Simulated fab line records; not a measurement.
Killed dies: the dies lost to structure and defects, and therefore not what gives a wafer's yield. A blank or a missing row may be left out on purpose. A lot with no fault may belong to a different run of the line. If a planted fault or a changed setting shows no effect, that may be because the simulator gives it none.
A struck lot beside a sound one / flow rit-cmos / 17 out of 202 route steps
Sound: these wafers, L372.4, L372.5, L372.6. Struck: wafer L380.3 (L380.4, L380.5, from the same lot, were not struck and are left out); the cause is given at the end.
Each step with rows lists, per side, the tool, then ch with its chambers, then its first start. Under that, the readings that differ: sound wafers / struck wafers / difference of the means / sigmas: that difference in standard deviations of wafers without a fault.
alike: a reading whose means differ by less than 2 such deviations, as well as words and numbers matching on both sides. not compared: withheld readings; readings where some wafer has no value; bounds like >300 that might hide an equal value; numbers whose values overlap and for which the record gives no deviation.
Wherever a step has rows on one side only, a row that says differs or no value, or a row with sigmas, the two part there. Non-overlapping numbers with no deviation appear without sigmas and do not part them. Lack of a reading on every wafer of one side parts them only where that side has two or more wafers.

first, 1 step without rows for these wafers: RIT_PSD_IMPLANT_08.
RIT_PSD_STRIP_09: strips in O2, time 180 s.
  sound on plasma-asher-02 ch 0,1, day 4 15:49; struck on plasma-asher-03 ch 1, day 6 15:34
reading=rf-refl-power-W (W); sound=4.0 4.1 5.3; struck=7.0; difference=+2.5; sigmas=+2
  alike: drypump-motor-current-A
  not compared: rf-hours-counter-h
RIT_PSD_TW_MEAS_10:
  struck on film-metro-01, day 6 15:42; sound on film-metro-04, day 4 15:58
reading=PSD_TW; sound=3399 3421 3398; struck=3527; difference=+121; sigmas=+3
then, 3 steps without rows for these wafers: RIT_SDANNEAL_CLEAN_00 (cleans in SC1, time 600 s); RIT_SDANNEAL_CLEAN_01 (cleans in dHF, time 30 s); RIT_SDANNEAL_CLEAN_02 (cleans in SC2, time 600 s).
RIT_SDANNEAL_RTA_03: time 5 s.
  sound on rtp-anneal-02 ch 0, day 4 16:23; struck on rtp-anneal-02 ch 0, day 6 16:19
  alike: anneal-temp-c-max, wafer_temp_C_max
RIT_SDANNEAL_RS_MEAS_04: uses a four-point probe to measure.
  struck on film-metro-03, day 6 16:24; sound on film-metro-04, day 4 16:28
reading=PSD_RS (ohm/sq); sound=116.56 116.25 116.48; struck=115.73; difference=-0.70; sigmas=-3
RIT_SDANNEAL_RS_MEAS_05: uses a four-point probe to measure.
  struck on film-metro-03, day 6 16:31; sound on film-metro-04, day 4 16:35
  alike: NSD_RS
RIT_SDANNEAL_RS_MEAS_06: uses a four-point probe to measure.
  struck on film-metro-03, day 6 16:38; sound on film-metro-04, day 4 16:43
  alike: PLDD_RS
RIT_SDANNEAL_RS_MEAS_07: uses a four-point probe to measure.
  struck on film-metro-03, day 6 16:46; sound on film-metro-04, day 4 16:50
  alike: NLDD_RS
then, 1 step without rows for these wafers: RIT_SILICIDE_WET_ETCH_00 (etches SiO2 in BOE, target depth 14 nm, time 15 s).
RIT_SILICIDE_SPUTTER_01: material Ti, target thk 30 nm, time 240 s.
  struck on pvd-sputter-03, day 6 16:51; sound on pvd-sputter-03, day 4 16:59
reading=model.Ti_of_SILICIDE_SPUTTER_01.thk-nm (nm); sound=28.69 28.66 28.89; struck=32.47; difference=+3.72; sigmas=
  alike: chamber-pressure-pa, throttle-valve-pct
RIT_SILICIDE_RS_MEAS_02: uses a four-point probe to measure.
  struck on film-metro-02, day 6 17:02; sound on film-metro-02, day 4 17:07
reading=SILICIDE_TI_RS (ohm/sq); sound=50.5 50.6 50.1; struck=43.4; difference=-7.0; sigmas=-11
RIT_SILICIDE_THK_MEAS_03: measures by xrf.
  struck on film-metro-02, day 6 17:08; sound on film-metro-02, day 4 17:13
reading=SILICIDE_TI_THK (nm); sound=28.7 28.6 29.0; struck=32.6; difference=+3.8; sigmas=+13
RIT_SILICIDE_RTA_04: time 10 s, ramp up 5 s, ramp down 5 s.
  sound on rtp-anneal-01 ch 0, day 4 17:16; struck on rtp-anneal-01 ch 0, day 6 17:13
  alike: anneal-temp-c-max, wafer_temp_C_max
RIT_M1_PROBE_99:
  struck on prober-01, day 7 00:31; sound on prober-01, day 4 23:55
reading=model.etest.npoly-line.line-ohm-um; sound=164.5 168.5 166.3; struck=163.5; difference=-2.9; sigmas=
reading=model.etest.ppoly-line.line-ohm-um; sound=159.8 161.3 161.6; struck=156.6; difference=-4.3; sigmas=
reading=model.etest.contact-pplus.end-ohm-um; sound=43.55 43.35 43.2; struck=47.02; difference=+3.65; sigmas=
reading=model.etest.contact-nplus.end-ohm-um; sound=38.9 39.54 39.69; struck=43.75; difference=+4.37; sigmas=
reading=model.etest.npoly-line.rs-ohm-sq; sound=17.41 17.47 17.4; struck=16.04; difference=-1.39; sigmas=
reading=model.etest.ppoly-line.rs-ohm-sq; sound=16.92 16.93 16.91; struck=15.73; difference=-1.19; sigmas=
reading=model.etest.npoly-sal.rs-ohm-sq; sound=4.552 4.56 4.539; struck=4.019; difference=-0.531; sigmas=
reading=model.etest.ppoly-sal.rs-ohm-sq; sound=4.494 4.498 4.501; struck=4.011; difference=-0.487; sigmas=
  alike: killed_at_M0_to_M3, killed-at-contacts, killed-at-front-end, killed-dies, killed-open, killed-short

## WHERE THEY PART
At RIT_PSD_STRIP_09 first; at RIT_SILICIDE_THK_MEAS_03 last (within this record only). Later steps at which nothing parts them and some readings are alike: RIT_SILICIDE_RTA_04, RIT_M1_PROBE_99.

WHY: what had been put in by the simulator
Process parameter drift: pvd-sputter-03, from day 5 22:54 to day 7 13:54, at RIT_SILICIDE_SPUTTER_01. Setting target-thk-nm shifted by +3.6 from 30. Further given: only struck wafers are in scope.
